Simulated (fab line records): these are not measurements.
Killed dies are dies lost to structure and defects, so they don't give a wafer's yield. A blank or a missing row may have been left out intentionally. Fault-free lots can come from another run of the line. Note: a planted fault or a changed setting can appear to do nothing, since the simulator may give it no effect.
Split-lot trial -- flow rit_cmos -- on a route of 202 steps: 5 lots, 23 wafers read

THE SPLIT ITSELF
At RIT_NSD_IMPLANT_08, the setting energy_kev was moved away from the recipe's 25 on 5 of the 23 wafers read, by +1.9% to +5.9%. For the rest of the wafers, this setting stayed at what the recipe calls for.

FROM THE SPLIT TO THE READING: what the file shows between them, 5 steps
- RIT_PSD_IMPLANT_08 (also split here: energy_kev)
- RIT_PSD_STRIP_09: strips in O2, time 180 s
- RIT_SDANNEAL_CLEAN_02: cleans in SC2, time 600 s
- RIT_SDANNEAL_RTA_03: time 5 s
- RIT_SDANNEAL_RS_MEAS_04: measures by four-point-probe

THE READING
NSD_RS in ohm/sq, measured at RIT_SDANNEAL_RS_MEAS_05 by four-point-probe. Fault-free wafers of this fab line usually give 84.65 ohm/sq, standard deviation 0.25 ohm/sq.

wafer,"tool, chamber at the split",energy_kev as run,against the recipe,"NSD_RS, ohm/sq",against lot-mates on the recipe
L076.1,"implanter-02, 0",25,recipe,84.90,-
L076.2,"implanter-02, 0",25,recipe,85.04,-
L076.4,"implanter-02, 0",26.48,+5.9%,84.19,-0.79
L076.5,"implanter-02, 0",26.48,+5.9%,84.00,-0.98
L076.6,"implanter-02, 0",25,recipe,84.99,-
L078.1,"implanter-01, 0",25,recipe,84.75,-
L078.2,"implanter-01, 0",25,recipe,84.52,-
L078.3,"implanter-01, 0",25,recipe,84.34,-
L078.4,"implanter-01, 0",25,recipe,84.86,-
L078.5,"implanter-01, 0",25,recipe,84.46,-
L079.1,"implanter-01, 0",25,recipe,84.99,-
L079.2,"implanter-01, 0",25,recipe,84.78,-
L079.3,"implanter-01, 0",25,recipe,84.77,-
L079.5,"implanter-01, 0",25,recipe,84.96,-
L079.6,"implanter-01, 0",25,recipe,84.83,-
L081.1,"implanter-03, 0",25,recipe,84.67,-
L081.3,"implanter-03, 0",25,recipe,84.62,-
L081.6,"implanter-03, 0",25,recipe,84.64,-
L084.1,"implanter-03, 0",25.48,+1.9%,84.67,-0.36
L084.2,"implanter-03, 0",25,recipe,84.90,-
L084.3,"implanter-03, 0",25,recipe,85.17,-
L084.4,"implanter-03, 0",25.48,+1.9%,84.67,-0.36
L084.6,"implanter-03, 0",25.48,+1.9%,84.65,-0.38

FIT RESULTS
A straight line over all 23 wafers: NSD_RS changes by -0.112 ohm/sq for each +1% of energy_kev; r = -0.71; the points scatter about the line by 0.2 ohm/sq.
The same after taking each lot's own level away (the mean of its wafers on the recipe; 23 wafers): -0.153 ohm/sq for each +1%; r = -0.92; scatter 0.12 ohm/sq.
According to that fit, moving energy_kev by its largest amount changes the reading by 0.91 ohm/sq.
The lots' own levels span 84.586 to 85.035 ohm/sq, that is 1.8 times the standard deviation above.
So the lot-to-lot level blurs the effect unless lot-mates are compared.
Check: -1.02 ohm/sq against its lot-mates is what the line predicts for one of the wafers moved furthest among these (+5.9%) when that wafer is left out of the fit. It came out at -0.787 ohm/sq against them.

ADDITIONAL SPLITS CARRIED BY THESE WAFERS
These wafers also went through other splits before the reading. Each is held against what the fit with the lots' levels taken away leaves over:
other split on the same wafers,wafers away from the commonest value,r with NSD_RS (lot level and that fit taken away)
RIT_PLDD_COAT_01 spin_rpm,8,+0.42
RIT_PSD_IMPLANT_08 energy_kev,8,+0.16

THE WHOLE CHAIN: every reading that the file lists as answering this split, in the file's order
step,what it does,reading,change (the file's fit),r (the file's)
RIT_NSD_IMPLANT_08,,"implant.rp_nm (the simulator's own value, which no gauge read)",+0.214 nm for each +1% of the setting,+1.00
RIT_NSD_IMPLANT_08,,"implant.drp_nm (the simulator's own value, which no gauge read)",+0.0886 nm for each +1% of the setting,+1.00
RIT_SDANNEAL_RS_MEAS_05,measures by four-point-probe,NSD_RS,-0.153 for each +1% of the setting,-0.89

THE FILE'S OWN FIT
NSD_RS changes by -0.153 ohm/sq for each +1% of energy_kev, r = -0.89.
